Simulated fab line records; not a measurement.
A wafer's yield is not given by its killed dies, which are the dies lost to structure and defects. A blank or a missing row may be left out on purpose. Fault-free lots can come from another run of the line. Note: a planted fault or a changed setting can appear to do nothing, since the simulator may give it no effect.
Lot-split experiment + flow berkeley_cmos170 + route with 331 steps; 5 lots, 23 wafers read

## ON THE SPLIT
At UCB170_M3_SPUTTER_01 (material Al, target thk 900 nm, time 120 s), the setting power_w was moved away from the recipe's 6000 W on 6 of the 23 wafers read, by +5.0% to +11.9%. All remaining wafers had this setting at the recipe value.

## FROM THE SPLIT TO THE READING: what the file shows between them, 3 steps
- UCB170_M3_RS_MEAS_02: measures by four-point-probe
- UCB170_M3_THK_MEAS_03: measures by xrf
- UCB170_M3_ETCH_17: etches BARC in N2/H2 (also split here: pressure_mtorr)

## THE READING
oes_product_au, in a.u., at UCB170_M3_METAL_ETCH_18 (etches Al in Cl2/BCl3, stops on SiO2, target depth 1170 nm, time 189.5 s). Typical for fault-free wafers on this fab line: 0.859 a.u., with standard deviation 0.014 a.u.

| wafer  | tool, chamber at the split | power_w as run, W | against the recipe | oes_product_au, a.u. | against lot-mates on the recipe |
|--------|----------------------------|-------------------|--------------------|----------------------|---------------------------------|
| L074.1 | pvd_sputter-01, -          | 6298              | +5.0%              | 0.886                | +0.030                          |
| L074.3 | pvd_sputter-01, -          | 6298              | +5.0%              | 0.868                | +0.012                          |
| L074.4 | pvd_sputter-01, -          | 6000              | recipe             | 0.863                | -                               |
| L074.5 | pvd_sputter-01, -          | 6000              | recipe             | 0.849                | -                               |
| L074.6 | pvd_sputter-01, -          | 6298              | +5.0%              | 0.891                | +0.035                          |
| L077.1 | pvd_sputter-04, -          | 6000              | recipe             | 0.877                | -                               |
| L077.2 | pvd_sputter-04, -          | 6000              | recipe             | 0.832                | -                               |
| L077.3 | pvd_sputter-04, -          | 6000              | recipe             | 0.877                | -                               |
| L077.4 | pvd_sputter-04, -          | 6000              | recipe             | 0.842                | -                               |
| L077.6 | pvd_sputter-04, -          | 6000              | recipe             | 0.874                | -                               |
| L078.1 | pvd_sputter-04, -          | 6000              | recipe             | 0.852                | -                               |
| L078.3 | pvd_sputter-04, -          | 6000              | recipe             | 0.855                | -                               |
| L078.4 | pvd_sputter-04, -          | 6000              | recipe             | 0.852                | -                               |
| L078.5 | pvd_sputter-04, -          | 6000              | recipe             | 0.844                | -                               |
| L078.6 | pvd_sputter-04, -          | 6000              | recipe             | 0.851                | -                               |
| L084.1 | pvd_sputter-03, -          | 6711              | +11.9%             | 0.922                | +0.075                          |
| L084.2 | pvd_sputter-03, -          | 6000              | recipe             | 0.847                | -                               |
| L084.3 | pvd_sputter-03, -          | 6711              | +11.9%             | 0.923                | +0.076                          |
| L084.4 | pvd_sputter-03, -          | 6000              | recipe             | 0.848                | -                               |
| L084.5 | pvd_sputter-03, -          | 6711              | +11.9%             | 0.923                | +0.076                          |
| L085.1 | pvd_sputter-04, -          | 6000              | recipe             | 0.870                | -                               |
| L085.3 | pvd_sputter-04, -          | 6000              | recipe             | 0.862                | -                               |
| L085.4 | pvd_sputter-04, -          | 6000              | recipe             | 0.875                | -                               |

FIT RESULTS
A straight line over all 23 wafers: oes_product_au changes by +0.00547 a.u. for each +1% of power_w; r = +0.88; the points scatter about the line by 0.013 a.u.
The same after taking each lot's own level away (the mean of its wafers on the recipe; 23 wafers): +0.00622 a.u. for each +1%; r = +0.92; scatter 0.011 a.u.
The reading moves by 0.074 a.u. for the largest change in power_w, on that fit.
The lots' own levels span 0.8475 to 0.8690 a.u., that is 1.5 times the standard deviation above.
So the slope is not independent of the lot-to-lot level: the two fits are not the same.
Check: +0.0727 a.u. against its lot-mates is what the line predicts for one of the wafers moved furthest among these (+11.9%) when that wafer is left out of the fit. It came out at +0.0745 a.u. against them.

## THE OTHER SPLITS THESE WAFERS WENT THROUGH
These wafers also went through other splits before the reading. Each is held against what the fit with the lots' levels taken away leaves over:
| other split on the same wafers   | wafers away from the commonest value | r with oes_product_au (lot level and that fit taken away) |
|----------------------------------|--------------------------------------|-----------------------------------------------------------|
| UCB170_M3_ETCH_17 pressure_mtorr | 18                                   | -0.10                                                     |

## THE WHOLE CHAIN: every reading that the file lists as answering this split, in the file's order
| step                    | what it does                                                             | reading                                                                     | change (the file's fit)                   | r (the file's) |
|-------------------------|--------------------------------------------------------------------------|-----------------------------------------------------------------------------|-------------------------------------------|----------------|
| UCB170_M3_SPUTTER_01    | material Al, target thk 900 nm, time 120 s                               | Al_of_M3_SPUTTER_01.thk_nm (the simulator's own value, which no gauge read) | +8.67 nm for each +1% of the setting      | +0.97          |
| UCB170_M3_RS_MEAS_02    | measures by four-point-probe                                             | M3_AL_RS                                                                    | -0.000289 for each +1% of the setting     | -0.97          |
| UCB170_M3_THK_MEAS_03   | measures by xrf                                                          | M3_AL_THK                                                                   | +8.47 for each +1% of the setting         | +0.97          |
| UCB170_M3_METAL_ETCH_18 | etches Al in Cl2/BCl3, stops on SiO2, target depth 1170 nm, time 189.5 s | oes_product_au                                                              | +0.00614 a.u. for each +1% of the setting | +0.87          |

## THE FILE'S OWN FIT
oes_product_au changes by +0.00614 a.u. for each +1% of power_w, r = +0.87.
